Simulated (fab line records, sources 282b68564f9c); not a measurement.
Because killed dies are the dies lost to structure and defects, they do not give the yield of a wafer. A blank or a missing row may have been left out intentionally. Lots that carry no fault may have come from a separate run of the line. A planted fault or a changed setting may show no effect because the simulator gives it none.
The same fault as seen by 2 desks || flow rit_cmos || every desk sees just its own numbers, and what lay behind them comes last

== METROLOGY DESK ==
What the gauges read, lot by lot, whatever tool the lot ran on: means of the sampled wafers that have a number. A lot is out of limits, marked OUT, if its mean lies more than 4 standard deviations from the usual mean; the brackets give that distance.
Columns: A = NLDD_TW at RIT_NLDD_TW_MEAS_10, usual 2484; B = NSD_OVL at RIT_NSD_OVL_MEAS_06, usual -0.5 nm; C = M1_AL_RS at RIT_M1_RS_MEAS_01, usual 0.0734 ohm/sq; D = M1_AL_THK at RIT_M1_THK_MEAS_02, usual 408 nm
{"lot": "L267", "first seen here": "day 2 17:31", "A": 2524, "B": 0.4, "C": 0.0737, "D": 407}
{"lot": "L268", "first seen here": "day 2 23:39", "A": 2502, "B": -1.4, "C": 0.0746, "D": 403}
{"lot": "L269", "first seen here": "day 3 07:12", "A": 2497, "B": -0.8, "C": 0.0732, "D": 409}
{"lot": "L270", "first seen here": "day 3 09:46", "A": 2502, "B": 1.2, "C": 0.0730, "D": 410}
{"lot": "L271", "first seen here": "day 3 14:49", "A": 2450, "B": -1.6, "C": 0.0733, "D": 411}
{"lot": "L275", "first seen here": "day 4 11:03", "A": 2510, "B": -0.3, "C": "0.0879 (+22) OUT", "D": "360 (-13) OUT"}
{"lot": "L277", "first seen here": "day 4 20:20", "A": 2443, "B": 0.2, "C": "0.0874 (+22) OUT", "D": "363 (-12) OUT"}
{"lot": "L280", "first seen here": "day 5 12:17", "A": 2453, "B": -0.5, "C": 0.0736, "D": 408}
{"lot": "L282", "first seen here": "day 5 20:01", "A": 2517, "B": 0.9, "C": 0.0733, "D": 408}
{"lot": "L284", "first seen here": "day 6 08:25", "A": 2486, "B": 0.4, "C": 0.0730, "D": 409}
{"lot": "L286", "first seen here": "day 6 18:08", "A": 2508, "B": -2.4, "C": 0.0726, "D": 412}
{"lot": "L288", "first seen here": "day 7 03:04", "A": 2509, "B": -0.7, "C": 0.0731, "D": 407}
{"lot": "L290", "first seen here": "day 7 17:10", "A": 2442, "B": -1.6, "C": 0.0733, "D": 411}
Per this desk, out of limits: L275, L277; the first was L275, day 4 22:11 (M1_AL_RS at RIT_M1_RS_MEAS_01). In limits: L267, L268, L269, L270, L271, L280, L282, L284, L286, L288, L290.

== AT THE TOOL OWNER'S DESK: pvd_sputter-04 ==
The tool's own readings at RIT_M1_SPUTTER_00 (material Al, target thk 400 nm, time 500 s): means of the sampled wafers that have a number, for each lot that ran on this tool. A lot is out of limits, marked OUT, if its mean lies more than 4 standard deviations from the usual mean; the brackets give that distance.
Columns: A = cathode_dc_power_W at RIT_M1_SPUTTER_00, usual 2000.0 W; B = throttle_valve_pct at RIT_M1_SPUTTER_00, usual 29.4 %
{"lot": "L267", "first seen here": "day 3 04:26", "A": 2000.0, "B": 29.8}
{"lot": "L269", "first seen here": "day 3 18:08", "A": 2000.0, "B": 29.4}
{"lot": "L271", "first seen here": "day 4 01:50", "A": 1999.9, "B": 29.8}
{"lot": "L275", "first seen here": "day 4 21:53", "A": 2000.1, "B": 29.6}
{"lot": "L277", "first seen here": "day 5 07:02", "A": 2000.2, "B": 29.4}
This desk's finding: nothing out of limits on any of the 5 lots.

== TAKEN TOGETHER ==
On L275, L277, the metrology desk was in a position to raise an alarm at day 4 22:11.
Nothing out of limits was seen by the tool owner's desk.
Tool owner's desk: L275, L277 on record, inside its limits.
On pvd_sputter-04, each named lot ran RIT_M1_SPUTTER_00.

== WHAT WAS PUT IN BY THE SIMULATOR ==
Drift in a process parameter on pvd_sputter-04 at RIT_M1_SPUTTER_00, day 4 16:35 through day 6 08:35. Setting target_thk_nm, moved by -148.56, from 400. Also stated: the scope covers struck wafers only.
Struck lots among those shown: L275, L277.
Time in hours between the start of the fault and the first out-of-limits reading at each desk: metrology desk, 6.
